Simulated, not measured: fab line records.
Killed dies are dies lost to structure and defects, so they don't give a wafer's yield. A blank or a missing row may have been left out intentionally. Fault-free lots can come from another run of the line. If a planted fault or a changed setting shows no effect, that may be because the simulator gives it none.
Which of the tools did it? | flow berkeley-cmos170 | 18 wafers sampled from 6 lots at 1 step of a route of 331

WHAT THE GAUGES READ, wafer by wafer
UCB170_START_BOW_MEAS_00.
lot  | measured    | on            | INCOMING_BOW (um)
L943 | day 1 15:00 | film-metro-02 | 0 7 -2
L946 | day 2 06:02 | film-metro-04 | 3 -2 5
L949 | day 2 21:04 | film-metro-02 | 11 -10 9
L952 | day 3 12:00 | film-metro-02 | 7 3 -3
L959 | day 4 23:00 | film-metro-01 | -6 -3 10
L961 | day 5 09:01 | film-metro-01 | -1 0 -2

EACH LOT AND THE TOOL THAT RAN IT (in order: tool; ch and the chambers of the sampled wafers; start)
There is no process step in the record ahead of these readings.

THE ANSWER, worked out from the rows above alone
Rule: the usual values come from the lots themselves. The widest of any qualifying gaps counts: lots, ordered by their means at a reading, are off when they make up no more than a third of the lots, leave a main group of 4 or more, and stand apart from it by 3 or more times the standard deviation of that group's means. If all means in a main group match to the digits the tables above print for the reading, that group is not used. Also off: a lot with no number at a reading for which 4 or more lots have one. The other lots that the step has rows for count as sound.
No lot is off at any reading shown: from this, nothing can be told.

WHAT THE SIMULATOR PUT IN
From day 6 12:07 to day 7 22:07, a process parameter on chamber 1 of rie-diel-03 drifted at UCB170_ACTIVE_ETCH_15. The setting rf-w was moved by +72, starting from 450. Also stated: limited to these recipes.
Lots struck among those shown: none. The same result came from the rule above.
